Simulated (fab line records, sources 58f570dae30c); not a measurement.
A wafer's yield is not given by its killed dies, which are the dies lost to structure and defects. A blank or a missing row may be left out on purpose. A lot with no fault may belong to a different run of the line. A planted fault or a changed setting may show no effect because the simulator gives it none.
Shared-tool check	flow berkeley-cmos170	14 lots, 42 wafers sampled

== WHY THIS WAS OPENED ==
Flagged at UCB170_M3_CD_MEAS_90: reading cd-nm, on 2 of 14 lots. Wafers without a fault read 700 nm, standard deviation 3.2.
Rule: flag the lot when none of its wafers has a number, or when each of its wafers that has one lies beyond 4 standard deviations from that mean. The other lots count as sound.

lot	measured	on	cd-nm (nm), wafer by wafer	flag
L458	day 8 03:28	cd-sem-01	701 696 697	
L459	day 8 06:55	cd-sem-01	697 694 695	
L463	day 9 12:12	cd-sem-02	706 705 703	
L465	day 10 09:35	cd-sem-01	706 703 705	
L466	day 10 10:22	cd-sem-01	698 695 696	
L464	day 10 10:46	cd-sem-01	700 700 695	
L467	day 10 11:24	cd-sem-01	696 693 694	
L468	day 10 11:57	cd-sem-01	699 703 704	
L469	day 10 21:09	cd-sem-01	701 701 701	
L472	day 11 17:36	cd-sem-02	684 681 684	FLAGGED
L471	day 11 18:46	cd-sem-01	696 697 699	
L476	day 11 20:24	cd-sem-01	701 701 700	
L475	day 11 22:05	cd-sem-02	677 680 683	FLAGGED
L481	day 13 02:21	cd-sem-01	699 702 700	
The numbers of the flagged lots are 682 nm on average: -18 nm against the usual, or -6 standard deviations.

== WHICH TOOL EACH LOT WENT THROUGH ==
2 process steps preceding the reading are held in the record, out of 331 steps in the route. In each cell: the tool, then ch and the chambers that the sampled wafers went through, then the start.
lot	flag	UCB170_M3_METAL_ETCH_18	UCB170_M3_STRIP_19
L458		rie-metal-01 ch 0,1, day 8 03:11	plasma-asher-04 ch 0,1, day 8 03:22
L459		rie-metal-03 ch 0,1, day 8 06:38	plasma-asher-04 ch 0,1, day 8 06:49
L463		rie-metal-04 ch 0,1, day 9 11:55	plasma-asher-01 ch 0,1, day 9 12:06
L465		rie-metal-04 ch 0, day 10 09:17	plasma-asher-04 ch 0,1, day 10 09:29
L466		rie-metal-01 ch 0,1, day 10 10:05	plasma-asher-01 ch 0,1, day 10 10:14
L464		rie-metal-03 ch 0,1, day 10 10:29	plasma-asher-02 ch 0, day 10 10:40
L467		rie-metal-01 ch 0,1, day 10 11:07	plasma-asher-02 ch 0,1, day 10 11:18
L468		rie-metal-04 ch 0,1, day 10 11:40	plasma-asher-04 ch 0,1, day 10 11:51
L469		rie-metal-04 ch 0,1, day 10 20:50	plasma-asher-04 ch 0,1, day 10 21:00
L472	FLAGGED	rie-metal-04 ch 0,1, day 11 17:18	plasma-asher-01 ch 1, day 11 17:29
L471		rie-metal-01 ch 0, day 11 18:20	plasma-asher-01 ch 1, day 11 18:38
L476		rie-metal-03 ch 0,1, day 11 20:07	plasma-asher-04 ch 0,1, day 11 20:18
L475	FLAGGED	rie-metal-04 ch 0,1, day 11 21:47	plasma-asher-01 ch 0,1, day 11 21:58
L481		rie-metal-01 ch 0,1, day 13 02:04	plasma-asher-02 ch 0,1, day 13 02:13
What these steps do:
- UCB170_M3_METAL_ETCH_18: etches Al in Cl2/BCl3, stops on SiO2, target depth 1170 nm, time 195 s.
- UCB170_M3_STRIP_19: strips in O2.
- UCB170_M3_CD_MEAS_90: target cd 700 nm.

== FLAGGED OVER TOTAL, TOOL BY TOOL (the gauges that took the reading come last) ==
step	tool	lots run	flagged	share of the flagged lots	sound lots run after its first flagged lot
UCB170_M3_METAL_ETCH_18	rie-metal-01	5	0	none	-
UCB170_M3_METAL_ETCH_18	rie-metal-03	3	0	none	-
UCB170_M3_METAL_ETCH_18	rie-metal-04	6	2	all	0
UCB170_M3_STRIP_19	plasma-asher-01	5	2	all	1 (L471)
UCB170_M3_STRIP_19	plasma-asher-02	3	0	none	-
UCB170_M3_STRIP_19	plasma-asher-04	6	0	none	-
UCB170_M3_CD_MEAS_90	cd-sem-01	11	0	none	-
UCB170_M3_CD_MEAS_90	cd-sem-02	3	2	all	0

== THE TABLE: WHAT IT ALLOWS ==
rie-metal-04 at UCB170_M3_METAL_ETCH_18, plasma-asher-01 at UCB170_M3_STRIP_19 and cd-sem-02 at UCB170_M3_CD_MEAS_90: these 3 rows of the table ran every flagged lot.
- rie-metal-04 at UCB170_M3_METAL_ETCH_18: 2 of its 6 lots flagged. Last sound lot L469 at day 10 20:50, first flagged lot L472 at day 11 17:18; a fault beginning in between fits.
- plasma-asher-01 at UCB170_M3_STRIP_19: 2 of its 5 lots flagged. Sound lots ran on it after the first flagged one (L471), which a lasting fault on the whole tool wouldn't allow. Its own readings lie more than 4 standard deviations out on every wafer of the flagged lots: oes-product-au.
- cd-sem-02 at UCB170_M3_CD_MEAS_90: 2 of its 3 lots flagged. Last sound lot L463 at day 9 12:12, first flagged lot L472 at day 11 17:36; a fault beginning in between fits.
A lot count leaves these 2 tools indistinguishable: every one of them fits a fault beginning at some hour. More lots, or a look at what each step does to the wafer, might.

== WHAT HAD BEEN PUT IN BY THE SIMULATOR ==
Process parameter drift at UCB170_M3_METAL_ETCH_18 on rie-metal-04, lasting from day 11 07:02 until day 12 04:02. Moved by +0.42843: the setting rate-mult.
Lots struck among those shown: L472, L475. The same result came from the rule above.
